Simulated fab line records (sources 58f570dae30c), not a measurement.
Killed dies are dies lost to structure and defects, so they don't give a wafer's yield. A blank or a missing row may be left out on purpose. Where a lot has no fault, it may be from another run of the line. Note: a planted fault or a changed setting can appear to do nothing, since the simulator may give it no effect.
Split-lot study    flow berkeley cmos170    27 wafers read across 5 lots, on a route 331 steps long

SPLIT DETAILS
At UCB170_ACTIVE_DEVELOP_12 (develop time 45 s), the setting develop time s was moved away from the recipe's 45 s on 6 of the 27 wafers read, by -59.8% to -32.7%. For the rest of the wafers, this setting stayed at what the recipe calls for.

FROM THE SPLIT TO THE READING: what the file shows between them, 3 steps
- UCB170_ACTIVE_CD_MEAS_13: target cd 1200 nm
- UCB170_ACTIVE_ETCH_15: etches Si3N4 in CH3F/Ar/O2, stops on SiO2, target depth 242 nm, time 151 s
- UCB170_ACTIVE_STRIP_16: strips in O2

THE READING
At UCB170_ACTIVE_CD_MEAS_90: cd nm in nanometres, against a target cd of 1200 nm. On this fab line, fault-free wafers typically give 1200.6 nm with a standard deviation of 1.2 nm.

wafer   tool, chamber at the split  develop time s as run, s  against the recipe  cd nm, nm  against lot-mates on the recipe
L074.2  litho track-02, 0           45                        recipe              1199.3     -
L074.3  litho track-02, 0           45                        recipe              1200.5     -
L074.4  litho track-02, 0           45                        recipe              1199.9     -
L077.1  litho track-04, 0           45                        recipe              1201.2     -
L077.2  litho track-04, 0           45                        recipe              1201.0     -
L077.3  litho track-04, 0           45                        recipe              1200.8     -
L077.4  litho track-04, 0           45                        recipe              1201.1     -
L077.5  litho track-04, 0           45                        recipe              1199.4     -
L077.6  litho track-04, 0           45                        recipe              1200.3     -
L080.1  litho track-04, 0           18.09                     -59.8%              1208.3     +8.1
L080.2  litho track-04, 0           45                        recipe              1200.0     -
L080.3  litho track-04, 0           45                        recipe              1201.0     -
L080.4  litho track-04, 0           45                        recipe              1199.7     -
L080.5  litho track-04, 0           18.09                     -59.8%              1208.2     +8.0
L080.6  litho track-04, 0           18.09                     -59.8%              1208.2     +8.0
L079.1  litho track-02, 0           30.3                      -32.7%              1204.1     +3.6
L079.2  litho track-02, 0           45                        recipe              1199.5     -
L079.3  litho track-02, 0           45                        recipe              1201.6     -
L079.4  litho track-02, 0           30.3                      -32.7%              1202.5     +2.0
L079.5  litho track-02, 0           45                        recipe              1200.4     -
L079.6  litho track-02, 0           30.3                      -32.7%              1204.6     +4.1
L084.1  litho track-02, 0           45                        recipe              1200.2     -
L084.2  litho track-02, 0           45                        recipe              1200.0     -
L084.3  litho track-02, 0           45                        recipe              1200.0     -
L084.4  litho track-02, 0           45                        recipe              1200.7     -
L084.5  litho track-02, 0           45                        recipe              1199.8     -
L084.6  litho track-02, 0           45                        recipe              1200.7     -

THE FIT
A straight line over all 27 wafers: cd nm changes by -0.126 nm for each +1% of develop time s; r = -0.97; the points scatter about the line by 0.71 nm.
The same after taking each lot's own level away (the mean of its wafers on the recipe; 27 wafers): -0.127 nm for each +1%; r = -0.97; scatter 0.7 nm.
That fit puts the effect of the largest move of develop time s on the reading at 7.6 nm.
The span of the lots' own levels, 1199.90 to 1200.63 nm, comes to 0.6 times the standard deviation stated above.
Consequently the slope shifts little with the lot-to-lot level, the two slopes agreeing.
Check: +7.35 nm against its lot-mates is what the line predicts for one of the wafers moved furthest among these (-59.8%) when that wafer is left out of the fit. Against them it came out at +8.07 nm.

ADDITIONAL SPLITS CARRIED BY THESE WAFERS
These wafers also went through other splits before the reading. Each is held against what the fit with the lots' levels taken away leaves over:
other split on the same wafers  wafers away from the commonest value  r with cd nm (lot level and that fit taken away)
UCB170_NWELL_CVD_04 time s      12                                    +0.12

THE WHOLE CHAIN: every reading that the file lists as answering this split, in the file's order
step                      what it does                                                                reading                                                        change (the file's fit)                r (the file's)
UCB170_ACTIVE_CD_MEAS_13  target cd 1200 nm                                                           cd nm                                                          -0.124 nm for each +1% of the setting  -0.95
UCB170_ACTIVE_ETCH_15     etches Si3N4 in CH3F/Ar/O2, stops on SiO2, target depth 242 nm, time 151 s  ACTIVE.cd nm (the simulator's own value, which no gauge read)  -0.127 nm for each +1% of the setting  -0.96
UCB170_ACTIVE_CD_MEAS_90  target cd 1200 nm                                                           cd nm                                                          -0.126 nm for each +1% of the setting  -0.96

FILE'S OWN FIT
cd nm changes by -0.126 nm for each +1% of develop time s, r = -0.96.
